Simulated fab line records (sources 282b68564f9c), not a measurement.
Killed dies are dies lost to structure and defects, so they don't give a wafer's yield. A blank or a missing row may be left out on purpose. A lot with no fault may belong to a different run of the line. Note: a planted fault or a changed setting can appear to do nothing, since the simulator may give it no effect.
The tool behind it: which one? :: flow rit cmos :: 14 lots with 42 wafers sampled at 2 steps, on a route of 202 steps

== WHAT THE GAUGES READ, wafer by wafer ==
RIT_SPACER_THK_MEAS_04.
lot: L766
measured: day 3 08:50
on: film metro-02
SPACER_NITRIDE_THK (nm): 244.4 246.5 246.4

lot: L767
measured: day 3 10:31
on: film metro-02
SPACER_NITRIDE_THK (nm): 244.0 244.5 243.0

lot: L768
measured: day 3 14:40
on: film metro-01
SPACER_NITRIDE_THK (nm): 241.3 243.2 243.9

lot: L769
measured: day 3 22:43
on: film metro-03
SPACER_NITRIDE_THK (nm): 243.2 245.0 249.3

lot: L770
measured: day 4 02:23
on: film metro-03
SPACER_NITRIDE_THK (nm): 244.5 242.2 242.6

lot: L773
measured: day 4 17:40
on: film metro-01
SPACER_NITRIDE_THK (nm): 241.3 243.6 241.2

lot: L774
measured: day 4 19:01
on: film metro-03
SPACER_NITRIDE_THK (nm): 246.7 248.5 247.3

lot: L775
measured: day 5 06:05
on: film metro-03
SPACER_NITRIDE_THK (nm): 244.6 243.2 243.1

lot: L777
measured: day 5 09:19
on: film metro-03
SPACER_NITRIDE_THK (nm): 247.2 248.2 246.0

lot: L778
measured: day 5 20:47
on: film metro-01
SPACER_NITRIDE_THK (nm): 247.5 248.0 248.9

lot: L781
measured: day 6 12:35
on: film metro-03
SPACER_NITRIDE_THK (nm): 242.3 241.1 242.1

lot: L783
measured: day 6 20:23
on: film metro-02
SPACER_NITRIDE_THK (nm): 404.2 404.2 403.8 404.0 404.3 404.0

lot: L785
measured: day 7 02:52
on: film metro-02
SPACER_NITRIDE_THK (nm): 243.4 244.8 243.9

lot: L786
measured: day 7 07:52
on: film metro-03
SPACER_NITRIDE_THK (nm): 404.4 403.3 403.1 404.6 403.4 403.5

== WHAT TOOL EACH LOT RAN ON (gives the tool, then ch and the chambers of the sampled wafers, and finally the start) ==
lot: L766
RIT_SPACER_CVD_03: lpcvd-02 ch 1, day 3 06:55

lot: L767
RIT_SPACER_CVD_03: lpcvd-01 ch 1, day 3 07:38

lot: L768
RIT_SPACER_CVD_03: lpcvd-01 ch 0, day 3 12:44

lot: L769
RIT_SPACER_CVD_03: lpcvd-01 ch 0, day 3 20:47

lot: L770
RIT_SPACER_CVD_03: lpcvd-02 ch 1, day 4 00:28

lot: L773
RIT_SPACER_CVD_03: lpcvd-01 ch 0, day 4 15:44

lot: L774
RIT_SPACER_CVD_03: lpcvd-02 ch 1, day 4 17:06

lot: L775
RIT_SPACER_CVD_03: lpcvd-02 ch 1, day 5 04:08

lot: L777
RIT_SPACER_CVD_03: lpcvd-01 ch 1, day 5 06:27

lot: L778
RIT_SPACER_CVD_03: lpcvd-01 ch 1, day 5 18:53

lot: L781
RIT_SPACER_CVD_03: lpcvd-01 ch 0, day 6 10:40

lot: L783
RIT_SPACER_CVD_03: lpcvd-02 ch 1, day 6 18:27

lot: L785
RIT_SPACER_CVD_03: lpcvd-01 ch 1, day 7 00:56

lot: L786
RIT_SPACER_CVD_03: lpcvd-02 ch 0, day 7 05:56
- RIT_SPACER_CVD_03: deposits Si3N4 from SiH2Cl2/NH3, target thk 250 nm, time 3232 s.

== WHAT THE TOOLS THEMSELVES READ (means of the sampled wafers that have a number; where no wafer has one, the mark that the record gives instead) ==
RIT_SPACER_CVD_03.
lot: L766
tool: lpcvd-02
pressure mtorr (mTorr): 299.1
spike tc load C (C): 835.1
spike tc source C (C): 830.1

lot: L767
tool: lpcvd-01
pressure mtorr (mTorr): 300.2
spike tc load C (C): 829.6
spike tc source C (C): 833.1

lot: L768
tool: lpcvd-01
pressure mtorr (mTorr): 299.4
spike tc load C (C): 831.5
spike tc source C (C): 834.1

lot: L769
tool: lpcvd-01
pressure mtorr (mTorr): 299.2
spike tc load C (C): 832.2
spike tc source C (C): 833.9

lot: L770
tool: lpcvd-02
pressure mtorr (mTorr): 300.0
spike tc load C (C): 836.1
spike tc source C (C): 830.7

lot: L773
tool: lpcvd-01
pressure mtorr (mTorr): 299.7
spike tc load C (C): 831.3
spike tc source C (C): 833.1

lot: L774
tool: lpcvd-02
pressure mtorr (mTorr): 299.9
spike tc load C (C): 834.6
spike tc source C (C): 830.7

lot: L775
tool: lpcvd-02
pressure mtorr (mTorr): 300.1
spike tc load C (C): 835.0
spike tc source C (C): 831.2

lot: L777
tool: lpcvd-01
pressure mtorr (mTorr): 299.2
spike tc load C (C): 828.5
spike tc source C (C): 833.1

lot: L778
tool: lpcvd-01
pressure mtorr (mTorr): 300.0
spike tc load C (C): 829.3
spike tc source C (C): 831.5

lot: L781
tool: lpcvd-01
pressure mtorr (mTorr): 299.9
spike tc load C (C): 830.9
spike tc source C (C): 834.5

lot: L783
tool: lpcvd-02
pressure mtorr (mTorr): 299.8
spike tc load C (C): 836.1
spike tc source C (C): 832.1

lot: L785
tool: lpcvd-01
pressure mtorr (mTorr): 299.1
spike tc load C (C): 829.0
spike tc source C (C): 832.9

lot: L786
tool: lpcvd-02
pressure mtorr (mTorr): 299.2
spike tc load C (C): 833.0
spike tc source C (C): 833.6

== THE ANSWER, worked out from the rows above alone ==
Rule: usual is defined by the lots themselves. The widest of any qualifying gaps counts: lots, ordered by their means at a reading, are off when they make up no more than a third of the lots, leave a main group of 4 or more, and stand apart from it by 3 or more times the standard deviation of that group's means. The tables above print the reading to a certain number of digits; a main group whose means all agree to those digits is not used. A lot without any number at a reading at which 4 lots or more have one is off too. The other lots that the step has rows for count as sound. The gauges are gone through in route order, then the tools' own readings, and for those a lot's mean is taken as printed above. The first step at which some lot is off is used, and at that step the reading that is off furthest; a lot without a number counts as furthest.
Off: L783, L786, seen at RIT_SPACER_THK_MEAS_04 (SPACER_NITRIDE_THK). For the main group the mean is 244.6 nm and the standard deviation 2.1.
If a tool, at a process step before that reading, ran all the lots that are off and no sound lot after the first of them, it fits. Gauges at RIT_SPACER_THK_MEAS_04: tried the same way as those tools. One candidate fits, namely lpcvd-02 at RIT_SPACER_CVD_03. Its last sound lot is L775 (day 5 04:08), its first lot that is off L783 (day 6 18:27): a fault that began between those two fits.

== WHAT WAS PUT IN BY THE SIMULATOR ==
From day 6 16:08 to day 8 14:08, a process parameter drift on lpcvd-02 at RIT_SPACER_CVD_03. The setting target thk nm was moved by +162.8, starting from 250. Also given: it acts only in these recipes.
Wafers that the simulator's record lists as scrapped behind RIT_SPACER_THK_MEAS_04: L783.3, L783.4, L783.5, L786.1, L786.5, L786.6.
Struck lots among those shown: L783, L786. Same finding as the rule above.
